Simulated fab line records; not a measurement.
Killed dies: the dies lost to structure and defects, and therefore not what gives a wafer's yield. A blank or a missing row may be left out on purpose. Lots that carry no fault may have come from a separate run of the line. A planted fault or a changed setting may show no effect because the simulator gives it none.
Which tool was responsible? | flow berkeley cmos170 | 15 lots with 45 wafers sampled at 6 steps, on a route of 331 steps

## WHAT EACH GAUGE READ, for each wafer
UCB170_PWELL_OVL_MEAS_13. Usual: for PWELL_OVL the level is -1 nm and the standard deviation is 5.3.
lot  | measured    | on         | PWELL_OVL (nm) | flag
L760 | day 3 03:24 | overlay-02 | 1 -1 7         |
L762 | day 3 11:16 | overlay-02 | -2 1 3         |
L763 | day 3 17:29 | overlay-02 | 1 1 5          |
L764 | day 4 05:22 | overlay-01 | 0 4 4          |
L765 | day 4 05:07 | overlay-02 | 2 0 5          |
L766 | day 4 13:43 | overlay-02 | 2 -2 -5        |
L767 | day 4 14:01 | overlay-02 | -10 -7 -3      |
L768 | day 4 21:47 | overlay-01 | 0 3 1          |
L770 | day 5 09:17 | overlay-02 | -5 -4 -6       |
L771 | day 5 16:32 | overlay-01 | -2 0 3         |
L772 | day 5 22:34 | overlay-02 | -3 0 0         |
L774 | day 6 05:08 | overlay-02 | -4 1 -6        |
L775 | day 6 12:31 | overlay-01 | 2 11 4         |
L777 | day 6 14:38 | overlay-02 | -6 -5 -7       |
L778 | day 6 19:38 | overlay-01 | -10 -19 -15    |

UCB170_FIELD_THK_MEAS_90. Usual: for FIELD_OXIDE_LEFT_1_THK the level is 448 nm and the standard deviation is 13.
lot  | measured    | on            | FIELD_OXIDE_LEFT_1_THK (nm) | flag
L760 | day 5 01:25 | film metro-02 | 435 436 430                 |
L762 | day 5 20:10 | film metro-01 | 445 449 460                 |
L763 | day 5 21:47 | film metro-01 | 450 456 455                 |
L764 | day 6 10:12 | film metro-01 | 464 463 458                 |
L765 | day 6 10:11 | film metro-02 | 471 463 467                 |
L766 | day 6 10:10 | film metro-04 | 461 467 479                 |
L767 | day 6 10:14 | film metro-04 | 433 434 429                 |
L768 | day 6 15:59 | film metro-01 | 462 467 468                 |
L770 | day 7 00:05 | film metro-02 | 451 452 436                 |
L771 | day 7 13:55 | film metro-04 | 454 456 454                 |
L772 | day 7 22:41 | film metro-02 | 435 428 424                 |
L774 | day 8 02:56 | film metro-02 | 505 504 506                 | OFF
L775 | day 8 06:47 | film metro-02 | 487 490 489                 | OFF
L777 | day 8 06:49 | film metro-01 | 501 499 494                 | OFF
L778 | day 8 18:13 | film metro-04 | 449 436 434                 |

UCB170_FIELD_THK_MEAS_91. Usual: for FIELD_OXIDE_LEFT_2_THK the level is 360 nm and the standard deviation is 13.
lot  | measured    | on            | FIELD_OXIDE_LEFT_2_THK (nm) | flag
L760 | day 5 15:46 | film metro-01 | 347 348 342                 |
L762 | day 6 10:59 | film metro-04 | 357 362 371                 |
L763 | day 6 11:08 | film metro-01 | 362 368 367                 |
L764 | day 7 04:38 | film metro-04 | 376 375 370                 |
L765 | day 7 04:20 | film metro-04 | 383 375 378                 |
L766 | day 7 04:07 | film metro-04 | 371 378 389                 |
L767 | day 7 04:20 | film metro-01 | 345 346 342                 |
L768 | day 7 10:19 | film metro-04 | 374 379 381                 |
L770 | day 7 19:55 | film metro-01 | 363 365 348                 |
L771 | day 8 06:13 | film metro-04 | 365 368 366                 |
L772 | day 8 16:19 | film metro-01 | 347 341 337                 |
L774 | day 9 03:25 | film metro-02 | 418 417 419                 | OFF
L775 | day 8 23:38 | film metro-04 | 398 400 399                 |
L777 | day 9 03:26 | film metro-01 | 412 411 405                 | OFF
L778 | day 9 10:11 | film metro-01 | 362 348 346                 |

## TOOL THAT RAN EACH LOT (tool first, then ch and the chambers of the sampled wafers, then the start)
lot  | UCB170_ZERO_ETCH_06               | UCB170_ACTIVE_STRIP_16              | UCB170_FIELD_WET_ETCH_06
L760 | rie diel-04 ch 1,2,3, day 1 21:28 | plasma asher-02 ch 1, day 4 10:02   | wet bench-01 ch 0, day 5 01:24
L762 | rie diel-04 ch 0,1,3, day 2 04:25 | plasma asher-04 ch 0,1, day 5 02:13 | wet bench-04 ch 0, day 5 20:08
L763 | rie diel-03 ch 0,1,3, day 2 11:31 | plasma asher-03 ch 0,1, day 5 06:36 | wet bench-04 ch 2, day 5 21:46
L764 | rie diel-04 ch 0,1,3, day 2 17:23 | plasma asher-04 ch 0,1, day 5 15:56 | wet bench-04 ch 3, day 6 10:10
L765 | rie diel-03 ch 1,2, day 2 19:19   | plasma asher-04 ch 0,1, day 5 16:12 | wet bench-04 ch 2, day 6 10:10
L766 | rie diel-04 ch 0,3, day 3 04:03   | plasma asher-04 ch 0,1, day 5 19:05 | wet bench-04 ch 1, day 6 10:10
L767 | rie diel-02 ch 2,3, day 3 11:43   | plasma asher-04 ch 0,1, day 5 19:19 | wet bench-04 ch 3, day 6 10:10
L768 | rie diel-02 ch 0,2, day 3 15:26   | plasma asher-02 ch 1, day 6 00:16   | wet bench-01 ch 1, day 6 15:58
L770 | rie diel-04 ch 0,2, day 3 19:38   | plasma asher-03 ch 0,1, day 6 06:33 | wet bench-01 ch 2, day 7 00:04
L771 | rie diel-02 ch 1,3, day 4 03:47   | plasma asher-03 ch 0,1, day 6 23:56 | wet bench-03 ch 0, day 7 13:55
L772 | rie diel-02 ch 1,2,3, day 4 12:53 | plasma asher-02 ch 0,1, day 7 06:52 | wet bench-01 ch 1, day 7 22:40
L774 | rie diel-02 ch 0,1, day 5 00:45   | plasma asher-03 ch 0,1, day 7 13:56 | wet bench-01 ch 1, day 8 02:56
L775 | rie diel-03 ch 0,1,3, day 5 03:23 | plasma asher-04 ch 0,1, day 7 18:16 | wet bench-01 ch 3, day 8 06:46
L777 | rie diel-04 ch 1,2, day 5 10:27   | plasma asher-04 ch 0,1, day 7 17:13 | wet bench-01 ch 0, day 8 06:46
L778 | rie diel-04 ch 0,2,3, day 5 15:42 | plasma asher-03 ch 0,1, day 8 00:08 | wet bench-01 ch 0, day 8 18:11
- UCB170_ZERO_ETCH_06: etches SiO2 in CHF3/CF4/Ar, time 12 s.
- UCB170_ACTIVE_STRIP_16: strips in O2.
- UCB170_FIELD_WET_ETCH_06: etches SiO2 in BOE, time 22 s.

## WHAT THE TOOLS THEMSELVES READ (means of the sampled wafers that have a number; where no wafer has one, the mark that the record gives instead)
UCB170_ZERO_ETCH_06. Usual: CHF3_flow_sccm 49.99 sccm, standard deviation 0.16; cf4 flow sccm 10.00 sccm, standard deviation 0.031; drypump motor current A 5.6 A, standard deviation 0.49; oes product au 0.614 a.u., standard deviation 0.007; throttle valve pct 9.30 %, standard deviation 0.12.
lot  | tool        | CHF3_flow_sccm (sccm) | cf4 flow sccm (sccm) | drypump motor current A (A) | oes product au (a.u.) | throttle valve pct (%) | flag
L760 | rie diel-04 | 50.09                 | 10.01                | 5.3                         | 0.612                 | 9.28                   |
L762 | rie diel-04 | 49.96                 | 10.00                | 5.5                         | 0.610                 | 9.27                   |
L763 | rie diel-03 | 49.97                 | 10.00                | 6.1                         | 0.611                 | 9.30                   |
L764 | rie diel-04 | 49.99                 | 10.03                | 5.5                         | 0.612                 | 9.27                   |
L765 | rie diel-03 | 49.96                 | 10.01                | 5.9                         | 0.613                 | 9.33                   |
L766 | rie diel-04 | 49.76                 | 10.00                | 5.8                         | 0.616                 | 9.30                   |
L767 | rie diel-02 | 50.03                 | 10.01                | 5.4                         | 0.616                 | 9.40                   |
L768 | rie diel-02 | 49.96                 | 10.05                | 6.0                         | 0.615                 | 9.28                   |
L770 | rie diel-04 | 49.93                 | 10.02                | 5.3                         | 0.614                 | 9.40                   |
L771 | rie diel-02 | 50.15                 | 10.00                | 5.0                         | 0.615                 | 9.29                   |
L772 | rie diel-02 | 50.15                 | 10.00                | 5.5                         | 0.617                 | 9.29                   |
L774 | rie diel-02 | 50.11                 | 9.98                 | 5.4                         | 0.610                 | 9.13                   |
L775 | rie diel-03 | 49.99                 | 9.99                 | 6.1                         | 0.614                 | 9.30                   |
L777 | rie diel-04 | 50.05                 | 9.96                 | 5.0                         | 0.611                 | 9.34                   |
L778 | rie diel-04 | 49.89                 | 9.99                 | 5.6                         | 0.607                 | 9.29                   |

UCB170_ACTIVE_STRIP_16. Usual: drypump motor current A 5.6 A, standard deviation 0.4; oes product au 0.720 a.u., standard deviation 0.0048; strip time to endpoint s 18.03 s, standard deviation 0.08.
lot  | tool            | drypump motor current A (A) | oes product au (a.u.) | strip time to endpoint s (s) | flag
L760 | plasma asher-02 | 5.8                         | 0.720                 | 18.06                        |
L762 | plasma asher-04 | 5.5                         | 0.718                 | 17.99                        |
L763 | plasma asher-03 | 5.4                         | 0.724                 | 17.96                        |
L764 | plasma asher-04 | 5.8                         | 0.722                 | 18.04                        |
L765 | plasma asher-04 | 5.5                         | 0.720                 | 18.05                        |
L766 | plasma asher-04 | 5.5                         | 0.720                 | 18.01                        |
L767 | plasma asher-04 | 5.7                         | 0.723                 | 17.96                        |
L768 | plasma asher-02 | 5.8                         | 0.722                 | 18.08                        |
L770 | plasma asher-03 | 5.6                         | 0.715                 | 18.09                        |
L771 | plasma asher-03 | 5.3                         | 0.725                 | 17.97                        |
L772 | plasma asher-02 | 6.1                         | 0.721                 | 18.10                        |
L774 | plasma asher-03 | 5.3                         | 0.724                 | 18.13                        |
L775 | plasma asher-04 | 5.7                         | 0.719                 | 18.00                        |
L777 | plasma asher-04 | 5.5                         | 0.720                 | 18.09                        |
L778 | plasma asher-03 | 5.3                         | 0.717                 | 17.96                        |

UCB170_FIELD_WET_ETCH_06. Usual: bath heat duty pct 6.3 %, standard deviation 0.74; run length s 51.2 s, standard deviation 2.2.
lot  | tool         | bath heat duty pct (%) | run length s (s) | flag
L760 | wet bench-01 | 8.0                    | 48.9             |
L762 | wet bench-04 | 6.8                    | 53.7             |
L763 | wet bench-04 | 6.4                    | 54.2             |
L764 | wet bench-04 | 5.9                    | 50.3             |
L765 | wet bench-04 | 7.0                    | 49.9             |
L766 | wet bench-04 | 6.7                    | 50.0             |
L767 | wet bench-04 | 6.0                    | 49.5             |
L768 | wet bench-01 | 6.1                    | 53.8             |
L770 | wet bench-01 | 6.0                    | 50.0             |
L771 | wet bench-03 | 6.8                    | 49.4             |
L772 | wet bench-01 | 6.4                    | 49.2             |
L774 | wet bench-01 | -                      | -                | OFF
L775 | wet bench-01 | -                      | -                | OFF
L777 | wet bench-01 | -                      | -                | OFF
L778 | wet bench-01 | 7.1                    | 49.7             |

## THE ANSWER, worked out from the rows above alone
Rule: lot off if the mean of its wafers having a number is beyond 3 standard deviations from the usual mean. A lot without any number at a reading at which 4 lots or more have one is off too. The other lots that the step has rows for count as sound. Order of review: gauges by route order, followed by the tools' own readings, for which a lot's mean as printed above is used. At the first step where some lot is off, the reading lying furthest off is the one used; lots without a number count as furthest.
Off: at UCB170_FIELD_THK_MEAS_90 (FIELD_OXIDE_LEFT_1_THK), L774, L775, L777.
If a tool, at a process step before that reading, ran all the lots that are off and no sound lot after the first of them, it fits. The gauges at UCB170_FIELD_THK_MEAS_90 aren't tried: what is off there is off at UCB170_FIELD_WET_ETCH_06 too, on other tools, and a gauge's error can't cause that. None of those tried fits.

## WHAT THE SIMULATOR HAD PUT IN
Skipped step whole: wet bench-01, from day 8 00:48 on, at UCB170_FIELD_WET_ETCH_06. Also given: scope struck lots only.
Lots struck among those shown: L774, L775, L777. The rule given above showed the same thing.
